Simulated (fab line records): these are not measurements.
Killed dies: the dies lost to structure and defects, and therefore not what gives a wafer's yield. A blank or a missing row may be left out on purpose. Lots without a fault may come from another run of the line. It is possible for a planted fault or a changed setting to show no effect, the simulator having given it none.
Which tool is to blame? | flow berkeley-cmos170 | 16 lots, 48 wafers sampled, at 4 steps of a route of 331

WHAT EACH GAUGE READ, for each wafer
UCB170_START_BOW_MEAS_00. Usual: INCOMING_BOW typically reads 0 um, with standard deviation 6.5.
lot  | measured    | on            | INCOMING_BOW (um) | flag
L921 | day 1 10:00 | film-metro-01 | -3 -1 8           |
L922 | day 1 15:02 | film-metro-02 | 15 5 2            |
L923 | day 1 20:00 | film-metro-01 | 5 3 -9            |
L924 | day 2 01:01 | film-metro-02 | -5 -11 -1         |
L925 | day 2 06:02 | film-metro-01 | -3 -13 -1         |
L926 | day 2 11:00 | film-metro-01 | 15 -1 1           |
L927 | day 2 16:00 | film-metro-02 | 1 1 0             |
L928 | day 2 21:04 | film-metro-01 | 9 -2 -4           |
L929 | day 3 02:00 | film-metro-01 | 13 3 12           |
L930 | day 3 07:00 | film-metro-03 | -5 4 5            |
L932 | day 3 17:01 | film-metro-01 | 1 -5 1            |
L933 | day 3 22:01 | film-metro-02 | 9 5 -3            |
L935 | day 4 08:01 | film-metro-03 | 5 2 4             |
L936 | day 4 13:02 | film-metro-02 | -5 -1 0           |
L937 | day 4 18:00 | film-metro-02 | 5 5 4             |
L940 | day 5 09:04 | film-metro-02 | 5 9 -6            |

UCB170_ACTIVE_CD_MEAS_13 targets a cd of 1200 nm. Usual: cd-nm 1200.1 nm, standard deviation 1.4.
lot  | measured    | on        | cd-nm (nm)           | flag
L921 | day 4 19:00 | cd-sem-01 | 1199.0 1199.8 1200.7 |
L922 | day 5 03:52 | cd-sem-02 | 1201.6 1199.4 1202.3 |
L923 | day 5 03:35 | cd-sem-02 | 1199.4 1197.8 1198.1 |
L924 | day 5 03:43 | cd-sem-02 | 1195.6 1195.9 1197.2 |
L925 | day 5 11:08 | cd-sem-02 | 1200.2 1201.1 1203.5 |
L926 | day 5 11:20 | cd-sem-01 | 1201.3 1201.8 1202.2 |
L927 | day 6 05:25 | cd-sem-02 | 1201.2 1203.0 1201.6 |
L928 | day 6 05:35 | cd-sem-01 | 1199.1 1199.9 1200.2 |
L929 | day 6 10:09 | cd-sem-02 | 1200.0 1199.3 1199.0 |
L930 | day 6 19:55 | cd-sem-02 | 1199.4 1199.0 1198.7 |
L932 | day 6 20:12 | cd-sem-01 | 1198.5 1199.4 1198.9 |
L933 | day 7 08:25 | cd-sem-01 | 1200.3 1200.0 1200.4 |
L935 | day 7 16:12 | cd-sem-02 | 1200.2 1200.4 1200.4 |
L936 | day 7 16:30 | cd-sem-01 | 1199.1 1198.9 1200.3 |
L937 | day 8 03:26 | cd-sem-02 | 1200.1 1199.0 1199.5 |
L940 | day 8 15:50 | cd-sem-01 | 1202.1 1200.1 1202.1 |

UCB170_GATE_OVL_MEAS_13. Usual: GATE_OVL typically reads 1 nm, with standard deviation 5.8.
lot  | measured     | on         | GATE_OVL (nm) | flag
L921 | day 7 05:54  | overlay-02 | -1 2 -1       |
L922 | day 7 15:00  | overlay-01 | 4 4 8         |
L923 | day 7 15:16  | overlay-02 | 254 257 263   | OFF
L924 | day 7 15:03  | overlay-02 | 3 0 7         |
L925 | day 7 23:23  | overlay-01 | -4 1 -5       |
L926 | day 7 23:06  | overlay-01 | 4 8 -6        |
L927 | day 8 10:24  | overlay-02 | 265 260 269   | OFF
L928 | day 8 10:09  | overlay-02 | 13 7 12       |
L929 | day 8 09:51  | overlay-01 | 258 260 258   | OFF
L930 | day 9 00:26  | overlay-02 | 260 259 258   | OFF
L932 | day 9 00:14  | overlay-02 | 1 -6 2        |
L933 | day 9 09:53  | overlay-01 | -2 -6 -14     |
L935 | day 10 00:46 | overlay-02 | 5 -1 -2       |
L936 | day 10 00:40 | overlay-02 | 4 8 6         |
L937 | day 10 14:19 | overlay-01 | -8 7 -10      |
L940 | day 11 00:02 | overlay-02 | 6 17 1        |

EACH LOT AND THE TOOL THAT RAN IT (in order: tool; ch and the chambers of the sampled wafers; start)
lot  | UCB170_GATE_EXPOSE_09
L921 | krf-scanner-02 ch 0, day 7 05:11
L922 | krf-scanner-02 ch 0, day 7 14:14
L923 | krf-scanner-02 ch 0, day 7 14:41
L924 | krf-scanner-01 ch 0, day 7 14:28
L925 | krf-scanner-01 ch 0, day 7 22:44
L926 | krf-scanner-01 ch 0, day 7 22:35
L927 | krf-scanner-02 ch 0, day 8 09:49
L928 | krf-scanner-01 ch 0, day 8 09:38
L929 | krf-scanner-02 ch 0, day 8 09:20
L930 | krf-scanner-02 ch 0, day 8 23:32
L932 | krf-scanner-01 ch 0, day 8 23:12
L933 | krf-scanner-01 ch 0, day 9 09:20
L935 | krf-scanner-01 ch 0, day 9 23:59
L936 | krf-scanner-01 ch 0, day 9 23:54
L937 | krf-scanner-01 ch 0, day 10 13:24
L940 | krf-scanner-01 ch 0, day 10 23:14
- UCB170_GATE_EXPOSE_09: exposes mask POLY, target cd 350 nm.

WHAT THE TOOLS THEMSELVES READ (means of the sampled wafers that have a number; where no wafer has one, the mark that the record gives instead)
UCB170_GATE_EXPOSE_09. Usual: focus-offset-nm 0.0 nm, standard deviation 0.48; reticle-temp-C 23.00 C, standard deviation 0.094.
lot  | tool           | focus-offset-nm (nm) | reticle-temp-C (C) | flag
L921 | krf-scanner-02 | -0.2                 | 22.96              |
L922 | krf-scanner-02 | -0.2                 | 22.99              |
L923 | krf-scanner-02 | -0.2                 | 22.99              |
L924 | krf-scanner-01 | -0.2                 | 23.09              |
L925 | krf-scanner-01 | 0.1                  | 22.95              |
L926 | krf-scanner-01 | 0.5                  | 23.05              |
L927 | krf-scanner-02 | -0.3                 | 22.96              |
L928 | krf-scanner-01 | 0.0                  | 22.91              |
L929 | krf-scanner-02 | 0.1                  | 23.13              |
L930 | krf-scanner-02 | -0.0                 | 22.93              |
L932 | krf-scanner-01 | -0.1                 | 22.92              |
L933 | krf-scanner-01 | 0.4                  | 23.06              |
L935 | krf-scanner-01 | 0.1                  | 23.01              |
L936 | krf-scanner-01 | -0.2                 | 22.91              |
L937 | krf-scanner-01 | -0.2                 | 23.13              |
L940 | krf-scanner-01 | -0.2                 | 22.90              |

THE ANSWER, worked out from the rows above alone
Rule: a lot counts as off when the mean over its wafers that have a number is more than 3 standard deviations away from the usual mean. A lot without any number at a reading at which 4 lots or more have one is off too. The other lots that the step has rows for count as sound. Order of review: gauges by route order, followed by the tools' own readings, for which a lot's mean as printed above is used. The first step at which some lot is off is used, and at that step the reading that is off furthest; a lot without a number counts as furthest.
Off: L923, L927, L929, L930, seen at UCB170_GATE_OVL_MEAS_13 (GATE_OVL).
A tool fits if, at a process step before that reading, it ran every lot that is off, and no sound lot after the first of them. Gauges at UCB170_GATE_OVL_MEAS_13: tried the same way as those tools. One fits: krf-scanner-02 at UCB170_GATE_EXPOSE_09. Its last sound lot is L922 (day 7 14:14), its first lot that is off L923 (day 7 14:41): a fault that began between those two fits.

WHAT THE SIMULATOR HAD PUT IN
Scanner matching overlay: krf-scanner-02, from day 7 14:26 on, at UCB170_GATE_EXPOSE_09. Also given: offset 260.
Shown lots that were struck: L923, L927, L929, L930. This agrees with what the rule above found.
